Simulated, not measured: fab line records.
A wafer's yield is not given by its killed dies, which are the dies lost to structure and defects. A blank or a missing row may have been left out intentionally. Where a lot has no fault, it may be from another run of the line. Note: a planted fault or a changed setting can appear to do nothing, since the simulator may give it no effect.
Shared-tool check :: flow ritCmos :: 14 lots and 42 wafers in the sample

WHAT PROMPTED THE OPENING
At RIT_PLDD_TW_MEAS_10 the reading PLDD_TW is flagged on 2 of 14 lots. Wafers without a fault read 2348, standard deviation 14.
Rule: flag the lot when none of its wafers has a number, or when each of its wafers that has one lies beyond 4 standard deviations from that mean. The other lots count as sound.

lot: L996
measured: day 3 04:40
on: filmMetro-03
PLDD_TW, wafer by wafer: 2330 2340 2340
flag: 

lot: L997
measured: day 3 09:10
on: filmMetro-01
PLDD_TW, wafer by wafer: 2337 2331 2331
flag: 

lot: L998
measured: day 3 12:58
on: filmMetro-02
PLDD_TW, wafer by wafer: 2393 2384 2369
flag: 

lot: L999
measured: day 3 20:00
on: filmMetro-03
PLDD_TW, wafer by wafer: 2336 2347 2343
flag: 

lot: L101
measured: day 4 03:49
on: filmMetro-01
PLDD_TW, wafer by wafer: 2348 2360 2367
flag: 

lot: L103
measured: day 4 11:38
on: filmMetro-03
PLDD_TW, wafer by wafer: 2336 2343 2335
flag: 

lot: L102
measured: day 4 11:46
on: filmMetro-02
PLDD_TW, wafer by wafer: 2344 2349 2369
flag: 

lot: L104
measured: day 4 15:22
on: filmMetro-03
PLDD_TW, wafer by wafer: 2343 2330 2346
flag: 

lot: L105
measured: day 5 04:08
on: filmMetro-03
PLDD_TW, wafer by wafer: 2339 2332 2336
flag: 

lot: L106
measured: day 5 04:28
on: filmMetro-01
PLDD_TW, wafer by wafer: 2335 2344 2346
flag: 

lot: L113
measured: day 6 16:28
on: filmMetro-03
PLDD_TW, wafer by wafer: 2889 2884 2876
flag: FLAGGED

lot: L114
measured: day 7 00:22
on: filmMetro-02
PLDD_TW, wafer by wafer: 2883 2900 2901
flag: FLAGGED

lot: L118
measured: day 7 14:50
on: filmMetro-01
PLDD_TW, wafer by wafer: 2347 2347 2358
flag: 

lot: L119
measured: day 7 20:39
on: filmMetro-01
PLDD_TW, wafer by wafer: 2342 2343 2347
flag: 
The numbers of the flagged lots are 2889 on average: +541 against the usual, or +39 standard deviations.

TOOL THAT RAN EACH LOT
The record keeps 1 process step preceding the reading, out of 202 steps on the route. Cell contents, in order: the tool; ch with the chambers the sampled wafers went through; the start.
lot: L996
flag: 
RIT_NLDD_COAT_01: lithoTrack-02 ch 0, day 3 01:54

lot: L997
flag: 
RIT_NLDD_COAT_01: lithoTrack-03 ch 0, day 3 06:25

lot: L998
flag: 
RIT_NLDD_COAT_01: lithoTrack-02 ch 0, day 3 09:55

lot: L999
flag: 
RIT_NLDD_COAT_01: lithoTrack-03 ch 0, day 3 17:19

lot: L101
flag: 
RIT_NLDD_COAT_01: lithoTrack-03 ch 0, day 4 00:58

lot: L103
flag: 
RIT_NLDD_COAT_01: lithoTrack-01 ch 0, day 4 08:44

lot: L102
flag: 
RIT_NLDD_COAT_01: lithoTrack-02 ch 0, day 4 09:00

lot: L104
flag: 
RIT_NLDD_COAT_01: lithoTrack-02 ch 0, day 4 12:38

lot: L105
flag: 
RIT_NLDD_COAT_01: lithoTrack-03 ch 0, day 5 01:12

lot: L106
flag: 
RIT_NLDD_COAT_01: lithoTrack-02 ch 0, day 5 01:24

lot: L113
flag: FLAGGED
RIT_NLDD_COAT_01: lithoTrack-03, day 6 13:49

lot: L114
flag: FLAGGED
RIT_NLDD_COAT_01: lithoTrack-01, day 6 21:31

lot: L118
flag: 
RIT_NLDD_COAT_01: lithoTrack-01 ch 0, day 7 12:04

lot: L119
flag: 
RIT_NLDD_COAT_01: lithoTrack-01 ch 0, day 7 17:47
What the steps here do:
- RIT_NLDD_COAT_01: resist thk 1000 nm.
- RIT_PLDD_TW_MEAS_10

FLAGGED OVER TOTAL, TOOL BY TOOL (the gauges that took the reading come last)
step: RIT_NLDD_COAT_01
tool: lithoTrack-01
lots run: 4
flagged: 1
share of the flagged lots: some
sound lots run after its first flagged lot: 2 (L118,L119)

step: RIT_NLDD_COAT_01
tool: lithoTrack-02
lots run: 5
flagged: 0
share of the flagged lots: none
sound lots run after its first flagged lot: -

step: RIT_NLDD_COAT_01
tool: lithoTrack-03
lots run: 5
flagged: 1
share of the flagged lots: some
sound lots run after its first flagged lot: 0

step: RIT_PLDD_TW_MEAS_10
tool: filmMetro-01
lots run: 5
flagged: 0
share of the flagged lots: none
sound lots run after its first flagged lot: -

step: RIT_PLDD_TW_MEAS_10
tool: filmMetro-02
lots run: 3
flagged: 1
share of the flagged lots: some
sound lots run after its first flagged lot: 0

step: RIT_PLDD_TW_MEAS_10
tool: filmMetro-03
lots run: 6
flagged: 1
share of the flagged lots: some
sound lots run after its first flagged lot: 0

THE TABLE: WHAT IT ALLOWS
No row of the table ran every flagged lot.

WHAT THE SIMULATOR HAD PUT IN
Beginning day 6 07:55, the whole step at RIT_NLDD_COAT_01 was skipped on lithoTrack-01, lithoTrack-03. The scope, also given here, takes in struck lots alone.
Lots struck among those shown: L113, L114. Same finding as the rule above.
